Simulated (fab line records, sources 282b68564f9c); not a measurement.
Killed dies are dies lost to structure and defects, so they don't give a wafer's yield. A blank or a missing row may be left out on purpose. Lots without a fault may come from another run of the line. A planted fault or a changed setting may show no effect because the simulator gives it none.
A struck lot beside a sound one | flow rit_cmos | 31 steps out of a route of 202
Sound: wafers L855.1, L855.4, L855.5. Struck: wafer L863.6. (L863.2, L863.4 of the same lot were not struck and are left out.) The cause comes at the end.
At each step with rows: each side's tool, then ch and its chambers, then its first start. Under that, the readings that differ: sound wafers | struck wafers | difference of the means | sigmas: that difference in standard deviations of wafers without a fault.
alike: readings whose means differ by less than 2 such deviations, and words and numbers that are the same on both sides. not compared: withheld readings, readings that some wafer has no value for, bounds like >300 that may hide the same value, and numbers for which the record gives no deviation and whose values overlap.
The two part at a step that has a row with sigmas, a row that says differs or no value, or rows on one side only. Numbers that don't overlap but have no deviation are shown without sigmas and don't part them. A reading that every wafer of one side lacks parts them only if that side has two wafers or more.

first, 4 steps without rows for these wafers: RIT_CONTACT_SOFTBAKE_04 (time 60 s); RIT_CONTACT_EXPOSE_05 (exposes mask M11, target cd 1000 nm); RIT_CONTACT_PEB_06; RIT_CONTACT_DEVELOP_07 (develop time 120 s).
RIT_CONTACT_CD_MEAS_08: target cd 1000 nm.
  sound on cd_sem-01, day 3 09:58; struck on cd_sem-02, day 4 21:20
  reading    | sound             | struck | difference | sigmas
  cd_nm (nm) | 998.2 996.1 995.6 | 1006.9 | +10.3      | +4
RIT_CONTACT_OVL_MEAS_09:
  sound on overlay-01, day 3 10:05; struck on overlay-02, day 4 21:26
  alike: CONTACT_OVL
then, 1 step without rows for these wafers: RIT_CONTACT_HARDBAKE_10 (time 60 s).
RIT_CONTACT_ETCH_11: etches SiO2 in CHF3/CF4/Ar, stops on TiSi2, target depth 480 nm, time 320 s.
  sound on rie_diel-01 ch 1,2, day 3 10:21; struck on rie_diel-01 ch 0, day 4 21:37
  reading                | sound          | struck | difference | sigmas
  throttle_valve_pct (%) | 8.69 8.69 8.96 | 9.12   | +0.34      | +2
  alike: drypump_motor_current_A, oes_product_au
  not compared: rf_hours_counter_h
RIT_CONTACT_STRIP_12: strips in O2, time 180 s.
  sound on plasma_asher-03 ch 0,1, day 3 10:32; struck on plasma_asher-04 ch 1, day 4 21:49
  alike: drypump_motor_current_A
  not compared: rf_hours_counter_h
RIT_CONTACT_CD_MEAS_90: target cd 1000 nm.
  sound on cd_sem-01, day 3 10:43; struck on cd_sem-01, day 4 22:00
  reading    | sound             | struck | difference | sigmas
  cd_nm (nm) | 998.3 996.6 996.1 | 1007.4 | +10.4      | +4
then, 2 steps without rows for these wafers: RIT_CONTACT_CLEAN_13 (cleans in SC1, time 600 s); RIT_CONTACT_CLEAN_14 (cleans in SC2, time 600 s).
RIT_M1_SPUTTER_00: material Al, target thk 400 nm, time 500 s.
  sound on pvd_sputter-03, day 3 11:22; struck on pvd_sputter-04, day 4 22:27
  alike: cathode_dc_power_W, throttle_valve_pct
RIT_M1_RS_MEAS_01: measures by four-point-probe.
  sound on film_metro-03, day 3 11:40; struck on film_metro-02, day 4 22:46
  alike: M1_AL_RS
RIT_M1_THK_MEAS_02: measures by xrf.
  sound on film_metro-03, day 3 11:47; struck on film_metro-02, day 4 22:53
  alike: M1_AL_THK
then, 6 steps without rows for these wafers: RIT_M1_HMDS_03 (prime time 60 s); RIT_M1_COAT_04 (resist thk 1300 nm); RIT_M1_SOFTBAKE_05 (time 60 s); RIT_M1_EXPOSE_06 (exposes mask M12, target cd 2600 nm); RIT_M1_PEB_07; RIT_M1_DEVELOP_08 (develop time 68 s).
RIT_M1_CD_MEAS_09: target cd 2600 nm.
  sound on cd_sem-02, day 3 12:50; struck on cd_sem-02, day 4 23:50
  reading    | sound                | struck | difference | sigmas
  cd_nm (nm) | 2597.8 2596.4 2598.3 | 2601.9 | +4.4       | +2
RIT_M1_OVL_MEAS_10:
  sound on overlay-02, day 3 12:57; struck on overlay-01, day 4 23:56
  reading     | sound          | struck | difference | sigmas
  M1_OVL (nm) | -2.4 -2.2 -3.0 | -0.1   | +2.4       | +2
then, 1 step without rows for these wafers: RIT_M1_HARDBAKE_11 (time 120 s).
RIT_M1_METAL_ETCH_12: etches Al in Cl2/BCl3, stops on SiO2, time 165 s, target depth 600 nm.
  sound on rie_metal-04 ch 0,1, day 3 13:14; struck on rie_metal-01 ch 0, day 5 00:13
  alike: drypump_motor_current_A, oes_product_au, throttle_valve_pct
  not compared: rf_hours_counter_h
then, 1 step without rows for these wafers: RIT_M1_STRIP_13 (strips in nmp, time 600 s).
RIT_M1_STRIP_14: strips in O2, time 180 s.
  sound on plasma_asher-01 ch 0, day 3 13:35; struck on plasma_asher-04 ch 0, day 5 00:35
  alike: drypump_motor_current_A
  not compared: rf_hours_counter_h
RIT_M1_CD_MEAS_90: target cd 2600 nm.
  sound on cd_sem-01, day 3 13:45; struck on cd_sem-01, day 5 00:47
  alike: cd_nm
then, 1 step without rows for these wafers: RIT_M1_ANNEAL_15 (time 1800 s).
RIT_M1_BOW_MEAS_16:
  sound on film_metro-01, day 3 16:20; struck on film_metro-02, day 5 02:24
  alike: M1_BOW
RIT_M1_PROBE_99:
  sound on prober-01, day 3 16:27; struck on prober-01, day 5 02:45
  reading                               | sound               | struck | difference | sigmas
  defect_limited_yield (%)              | 97.7 99.2 97.0      | 81.4   | -16.6      | -15
  killed_at_M0_to_M3                    | 0 0 0               | 43     | +43        | +99 or more
  killed_dies                           | 6 2 8               | 49     | +44        | +15
  sort_bin_3_pad_short (%)              | 0 0 0.4             | 4.2    | +4.1       | +15
  sort_bin_5_function (%)               | 1.5 0.4 0.8         | 11.4   | +10.5      | +12
  sort_bin_6_memory (%)                 | 0.8 0.4 1.9         | 3.0    | +2.0       | +3
  sort_n_pass                           | 258 262 256         | 215    | -44        | -15
  sort_yield_pct (%)                    | 97.7 99.2 97.0      | 81.4   | -16.6      | -15
  model.etest.tester.sort_n_pass        | 258 262 256         | 215    | -44        |
  model.etest.tester.sort_yield_pct (%) | 97.73 99.24 96.97   | 81.44  | -16.54     |
  model.etest.tester.sort_bin_5_pct (%) | 1.515 0.3788 0.7576 | 11.36  | +10.48     |
  model.etest.tester.sort_bin_3_pct (%) | 0 0 0.3788          | 4.167  | +4.041     |
  model.etest.tester.sort_bin_6_pct (%) | 0.7576 0.3788 1.894 | 3.03   | +2.02      |
  alike: killed_at_front_end, killed_open, killed_short

WHERE THEY PART
First at RIT_CONTACT_CD_MEAS_08; last, within this record, at RIT_M1_PROBE_99.

WHY: what the simulator had put in
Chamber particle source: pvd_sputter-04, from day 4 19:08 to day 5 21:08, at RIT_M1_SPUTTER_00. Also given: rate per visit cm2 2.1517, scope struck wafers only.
